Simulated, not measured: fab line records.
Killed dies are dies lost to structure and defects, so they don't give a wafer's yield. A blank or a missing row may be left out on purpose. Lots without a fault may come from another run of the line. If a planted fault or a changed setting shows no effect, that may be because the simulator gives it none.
fab line records | flow ritCmos
record lots=14 | wafers=42 | lastDay=7
route steps=202 shown NRETRO@59 NLDD@109 CONTACT@168 M1@199
lots that met no fault: taken from a fault-free run of the same line
startH: start of the lot's first displayed wafer, in hours after the record's first day | waitH: hours elapsed since this lot's preceding step | " repeats the value in the row above | L1.1+2: one row covering several wafers at once | - either no value or no given start | * or withheld: withheld | < > ~ a bound
route shown NAME@n: names a module that has steps shown in the file, with the first one's number in the route | usual: mean/standard deviation of fault-free wafers | same: alike in all rows | chamber/n: place in a boat | sites: each site's reading | _std_site: the standard deviation of these | _edge_site: the outer-site mean with the inner-site mean subtracted | radiusMm: how far each site lies from the wafer's centre | mask NAME#n: copy n | behind: the last tool/chamber to shape the wafer | hold: what put the lot on hold/how long, in hours/how the hold closed | device: names the non-switching transistor (n, p or np) | end of line: tests of these same wafers at the route's end | where a step has no rows: the recipe by itself | killed: at the first sort, the dies lost to defects and structure; wafer yield is something else | map: a wafer's dies, marking killed ones x, the rest . and places with no die _
set.NAME: the setting as run; set.NAME@STEP: as run at that earlier step | model.NAME: the simulator's own value behind a step, which no gauge read
the route's steps for a sample of lots (tables are steps, rows are wafers)
services: the hour from which a tool's chamber was out of use, counted from the record's first day as startH (under 0 if before that day), plus the number of hours and why
## steps
# step RIT_NRETRO_OVL_MEAS_06
# usual NRETRO_OVL=-0.4/1.6
lot.wafer | tool       | chamber | startH | waitH | NRETRO_OVL[nm]
L292.3    | overlay-02 | -       | 34.99  | -     | -2.0
L292.4    | "          | -       | "      | "     | -2.1
L292.5    | "          | -       | "      | "     | -0.5
L293.2    | overlay-02 | -       | 36.57  | -     | -0.4
L293.4    | "          | -       | "      | "     | -0.6
L293.6    | "          | -       | "      | "     | 0.5
L299.2    | overlay-02 | -       | 65.76  | -     | -1.3
L299.4    | "          | -       | "      | "     | -1.4
L299.5    | "          | -       | "      | "     | -0.3
L301.2    | overlay-02 | -       | 75.16  | -     | -2.4
L301.4    | "          | -       | "      | "     | -1.6
L301.6    | "          | -       | "      | "     | -1.3
L304.2    | overlay-02 | -       | 90.73  | -     | 0.1
L304.4    | "          | -       | "      | "     | -1.4
L304.5    | "          | -       | "      | "     | 0.2
L305.1    | overlay-01 | -       | 95.96  | -     | 1.3
L305.2    | "          | -       | "      | "     | -0.6
L305.5    | "          | -       | "      | "     | 1.3
L306.3    | overlay-01 | -       | 100.78 | -     | -0.1
L306.4    | "          | -       | "      | "     | 1.3
L306.6    | "          | -       | "      | "     | 0.1
L307.1    | overlay-02 | -       | 106.27 | -     | -0.2
L307.3    | "          | -       | "      | "     | -1.1
L307.5    | "          | -       | "      | "     | -1.0
L308.3    | overlay-02 | -       | 109.73 | -     | 2.0
L308.4    | "          | -       | "      | "     | 1.4
L308.6    | "          | -       | "      | "     | 0.4
L309.1    | overlay-02 | -       | 113.83 | -     | 2.6
L309.2    | "          | -       | "      | "     | 1.0
L309.3    | "          | -       | "      | "     | 1.1
L312.1    | overlay-02 | -       | 129.88 | -     | -0.6
L312.2    | "          | -       | "      | "     | 0.4
L312.6    | "          | -       | "      | "     | -1.4
L313.1    | overlay-02 | -       | 135.04 | -     | 0.6
L313.3    | "          | -       | "      | "     | -1.6
L313.4    | "          | -       | "      | "     | 2.1
L314.2    | overlay-01 | -       | 139.90 | -     | -0.6
L314.3    | "          | -       | "      | "     | 2.4
L314.4    | "          | -       | "      | "     | 2.5
L315.1    | overlay-01 | -       | 143.83 | -     | 0.9
L315.2    | "          | -       | "      | "     | 0.7
L315.3    | "          | -       | "      | "     | 0.2
# step RIT_NLDD_OVL_MEAS_06
# usual NLDD_OVL=-0.2/1.1
lot.wafer | tool       | chamber | startH | waitH | NLDD_OVL[nm]
L292.3    | overlay-02 | -       | 46.61  | -     | -1.1
L292.4    | "          | -       | "      | "     | -1.0
L292.5    | "          | -       | "      | "     | 0.6
L293.2    | overlay-02 | -       | 49.56  | -     | 1.7
L293.4    | "          | -       | "      | "     | 0.9
L293.6    | "          | -       | "      | "     | 1.2
L299.2    | overlay-02 | -       | 80.52  | -     | -2.6
L299.4    | "          | -       | "      | "     | 0.1
L299.5    | "          | -       | "      | "     | -0.9
L301.2    | overlay-02 | -       | 87.31  | -     | 0.0
L301.4    | "          | -       | "      | "     | -1.0
L301.6    | "          | -       | "      | "     | 0.4
L304.2    | overlay-02 | -       | 102.83 | -     | -0.8
L304.4    | "          | -       | "      | "     | 1.2
L304.5    | "          | -       | "      | "     | 0.3
L305.1    | overlay-02 | -       | 107.68 | -     | 0.1
L305.2    | "          | -       | "      | "     | -1.1
L305.5    | "          | -       | "      | "     | 1.2
L306.3    | overlay-02 | -       | 112.45 | -     | 0.4
L306.4    | "          | -       | "      | "     | -2.0
L306.6    | "          | -       | "      | "     | -0.9
L307.1    | overlay-02 | -       | 118.92 | -     | 1.4
L307.3    | "          | -       | "      | "     | 0.4
L307.5    | "          | -       | "      | "     | 1.7
L308.3    | overlay-02 | -       | 123.15 | -     | -1.3
L308.4    | "          | -       | "      | "     | 0.1
L308.6    | "          | -       | "      | "     | 1.4
L309.1    | overlay-01 | -       | 127.01 | -     | -1.4
L309.2    | "          | -       | "      | "     | -0.4
L309.3    | "          | -       | "      | "     | -0.3
L312.1    | overlay-01 | -       | 141.90 | -     | 0.4
L312.2    | "          | -       | "      | "     | 1.0
L312.6    | "          | -       | "      | "     | -0.4
L313.1    | overlay-02 | -       | 147.25 | -     | -0.7
L313.3    | "          | -       | "      | "     | 0.5
L313.4    | "          | -       | "      | "     | -0.3
L314.2    | overlay-01 | -       | 152.10 | -     | -0.2
L314.3    | "          | -       | "      | "     | 0.8
L314.4    | "          | -       | "      | "     | -1.5
L315.1    | overlay-01 | -       | 157.12 | -     | -1.0
L315.2    | "          | -       | "      | "     | -2.7
L315.3    | "          | -       | "      | "     | -1.2
# step RIT_CONTACT_CVD_00
# recipe material=SiO2 | targetThkNm=400 | precursor=TEOS | tempC=390 | timeS=61 | rfW=400
# usual heaterPowerW=305/62
lot.wafer | tool     | chamber | startH | waitH | heaterPowerW
L292.3    | pecvd-03 | 0       | 55.65  | 0.0   | 323
L292.4    | "        | 2       | "      | "     | 391
L292.5    | "        | 1       | "      | "     | 281
L293.2    | pecvd-02 | 1       | 58.94  | 0.1   | 342
L293.4    | "        | 2       | "      | "     | 309
L293.6    | "        | 0       | "      | "     | 351
L293.2    | pecvd-02 | 1       | 59.16  | 0.2   | 346
L293.4    | "        | 2       | "      | "     | 316
L293.6    | "        | 0       | "      | "     | 351
L299.2    | pecvd-02 | 2       | 89.69  | 0.0   | 244
L299.4    | "        | 2       | "      | "     | 260
L299.5    | "        | 0       | "      | "     | 285
L299.2    | pecvd-02 | 2       | 89.90  | 0.2   | 240
L299.4    | "        | 2       | "      | "     | 261
L299.5    | "        | 0       | "      | "     | 287
L301.2    | pecvd-03 | 1       | 96.58  | 0.0   | 271
L301.4    | "        | 1       | "      | "     | 284
L301.6    | "        | 2       | "      | "     | 337
L304.2    | pecvd-03 | 1       | 112.09 | 0.0   | 245
L304.4    | "        | 2       | "      | "     | 374
L304.5    | "        | 1       | "      | "     | 266
L305.1    | pecvd-02 | 0       | 116.77 | 0.1   | 311
L305.2    | "        | 2       | "      | "     | 309
L305.5    | "        | 2       | "      | "     | 235
L306.3    | pecvd-04 | 0       | 121.69 | 0.1   | 463
L306.4    | "        | 0       | "      | "     | 344
L306.6    | "        | 2       | "      | "     | 251
L307.1    | pecvd-03 | 1       | 128.33 | 0.1   | 291
L307.3    | "        | 2       | "      | "     | 296
L307.5    | "        | 1       | "      | "     | 219
L308.3    | pecvd-02 | 2       | 132.14 | 0.1   | 276
L308.4    | "        | 2       | "      | "     | 288
L308.6    | "        | 0       | "      | "     | 333
L309.1    | pecvd-04 | 1       | 136.19 | 0.1   | 202
L309.2    | "        | 2       | "      | "     | 259
L309.3    | "        | 0       | "      | "     | 410
L312.1    | pecvd-04 | 1       | 151.08 | 0.1   | 203
L312.2    | "        | 2       | "      | "     | 289
L312.6    | "        | 2       | "      | "     | 305
L313.1    | pecvd-03 | 2       | 156.14 | 0.1   | 335
L313.3    | "        | 1       | "      | "     | 232
L313.4    | "        | 0       | "      | "     | 297
L314.2    | pecvd-02 | 1       | 161.48 | 0.1   | 339
L314.3    | "        | 0       | "      | "     | 307
L314.4    | "        | 0       | "      | "     | 325
L315.1    | pecvd-04 | 1       | 166.02 | 0.1   | 210
L315.2    | "        | 0       | "      | "     | 465
L315.3    | "        | 2       | "      | "     | 233
# step RIT_CONTACT_THK_MEAS_01
# recipe reads=SiO2_of_CONTACT_CVD_00
# usual CONTACT_TEOS_THK=397/4.9
lot.wafer | tool         | chamber | startH | waitH | CONTACT_TEOS_THK[nm]
L292.3    | filmMetro-03 | -       | 55.72  | 0.0   | 404
L292.4    | "            | -       | "      | "     | 398
L292.5    | "            | -       | "      | "     | 404
L293.2    | filmMetro-04 | -       | 59.22  | 0.0   | 786
L293.4    | "            | -       | "      | "     | 803
L293.6    | "            | -       | "      | "     | 799
L299.2    | filmMetro-03 | -       | 89.97  | 0.0   | 797
L299.4    | "            | -       | "      | "     | 809
L299.5    | "            | -       | "      | "     | 804
L301.2    | filmMetro-02 | -       | 96.64  | 0.0   | 394
L301.4    | "            | -       | "      | "     | 400
L301.6    | "            | -       | "      | "     | 399
L304.2    | filmMetro-03 | -       | 112.15 | 0.0   | 386
L304.4    | "            | -       | "      | "     | 396
L304.5    | "            | -       | "      | "     | 389
L305.1    | filmMetro-04 | -       | 116.85 | 0.1   | 393
L305.2    | "            | -       | "      | "     | 396
L305.5    | "            | -       | "      | "     | 399
L306.3    | filmMetro-03 | -       | 121.76 | 0.0   | 396
L306.4    | "            | -       | "      | "     | 402
L306.6    | "            | -       | "      | "     | 399
L307.1    | filmMetro-04 | -       | 128.38 | 0.0   | 391
L307.3    | "            | -       | "      | "     | 391
L307.5    | "            | -       | "      | "     | 396
L308.3    | filmMetro-03 | -       | 132.21 | 0.0   | 401
L308.4    | "            | -       | "      | "     | 409
L308.6    | "            | -       | "      | "     | 396
L309.1    | filmMetro-04 | -       | 136.24 | 0.0   | 396
L309.2    | "            | -       | "      | "     | 401
L309.3    | "            | -       | "      | "     | 400
L312.1    | filmMetro-03 | -       | 151.14 | 0.0   | 389
L312.2    | "            | -       | "      | "     | 394
L312.6    | "            | -       | "      | "     | 407
L313.1    | filmMetro-02 | -       | 156.19 | 0.0   | 392
L313.3    | "            | -       | "      | "     | 391
L313.4    | "            | -       | "      | "     | 399
L314.2    | filmMetro-04 | -       | 161.54 | 0.0   | 397
L314.3    | "            | -       | "      | "     | 395
L314.4    | "            | -       | "      | "     | 391
L315.1    | filmMetro-03 | -       | 166.07 | 0.0   | 389
L315.2    | "            | -       | "      | "     | 401
L315.3    | "            | -       | "      | "     | 394
# step RIT_M1_CD_MEAS_90
# recipe targetCdNm=2600
# usual cdNm=2601/3.3
lot.wafer | tool     | chamber | startH | waitH | cdNm
L292.3    | cdSem-02 | -       | 60.41  | 0.1   | 2601
L292.4    | "        | -       | "      | "     | 2602
L292.5    | "        | -       | "      | "     | 2597
L301.2    | cdSem-01 | -       | 101.12 | 0.1   | 2607
L301.4    | "        | -       | "      | "     | 2604
L301.6    | "        | -       | "      | "     | 2606
L304.2    | cdSem-01 | -       | 116.71 | 0.1   | 2600
L304.4    | "        | -       | "      | "     | 2600
L304.5    | "        | -       | "      | "     | 2600
L305.1    | cdSem-01 | -       | 121.74 | 0.1   | 2598
L305.2    | "        | -       | "      | "     | 2602
L305.5    | "        | -       | "      | "     | 2601
L306.3    | cdSem-01 | -       | 126.35 | 0.1   | 2600
L306.4    | "        | -       | "      | "     | 2602
L306.6    | "        | -       | "      | "     | 2596
L307.1    | cdSem-01 | -       | 132.97 | 0.1   | 2604
L307.3    | "        | -       | "      | "     | 2609
L307.5    | "        | -       | "      | "     | 2602
L308.3    | cdSem-02 | -       | 136.86 | 0.1   | 2601
L308.4    | "        | -       | "      | "     | 2601
L308.6    | "        | -       | "      | "     | 2599
L309.1    | cdSem-01 | -       | 140.84 | 0.1   | 2598
L309.2    | "        | -       | "      | "     | 2601
L309.3    | "        | -       | "      | "     | 2601
L312.1    | cdSem-01 | -       | 155.83 | 0.1   | 2602
L312.2    | "        | -       | "      | "     | 2605
L312.6    | "        | -       | "      | "     | 2603
L313.1    | cdSem-01 | -       | 160.64 | 0.1   | 2599
L313.3    | "        | -       | "      | "     | 2601
L313.4    | "        | -       | "      | "     | 2601
L314.2    | cdSem-01 | -       | 166.12 | 0.1   | 2604
L314.3    | "        | -       | "      | "     | 2603
L314.4    | "        | -       | "      | "     | 2605
L315.1    | cdSem-02 | -       | 170.83 | 0.1   | 2599
L315.2    | "        | -       | "      | "     | 2600
L315.3    | "        | -       | "      | "     | 2597
## services
tool     | chamber | startH | hours | kind
pecvd-03 | 0       | 83.65  | 6.3   | repair
pecvd-02 | -       | 95.61  | 0.9   | repair
pecvd-02 | 1       | 116.75 | 3.9   | repair
pecvd-04 | -       | 137.66 | 0.8   | repair
pecvd-02 | 0       | 139.44 | 9.6   | repair
pecvd-02 | -       | 151.24 | 1.5   | repair
## key
firstSign step=RIT_CONTACT_CVD_00 | reading=visit | direction=added
effect step=RIT_CONTACT_THK_MEAS_01 | reading=CONTACT_TEOS_THK | direction=up | sigmas=81 | usual=397 | struck=799
metAt RIT_CONTACT_CVD_00
struckLots L293,L299
laterRowsLeftOut L293.2,L293.4,L293.6,L299.2,L299.4,L299.5
sortLeftOut L293.2,L293.4,L293.6,L299.2,L299.4,L299.5
testerLeftOut L293,L299
notActingAt RIT_NRETRO_OVL_MEAS_06,RIT_NLDD_OVL_MEAS_06,RIT_M1_CD_MEAS_90
fault kind=repeatedStepWhole | tool=pecvd-02,pecvd-03,pecvd-04 | chamber=- | onsetH=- | steps=RIT_CONTACT_CVD_00 | times=1 | scope=struckLotsOnly
# testerLeftOut: of these lots the tester's yield and bins aren't shown, on N5 and GAA mostly nor the transistor test; their killed dies are dies lost to structure and defects alone, not to doping, threshold or leakage, so they don't give the yield
# sortLeftOut: the simulated sort isn't trusted on such a fault, so these wafers' sort isn't shown, and their yield isn't known
# laterRowsLeftOut: the simulator's readings of these wafers behind a module that went badly wrong aren't trusted and aren't shown, but for the sort
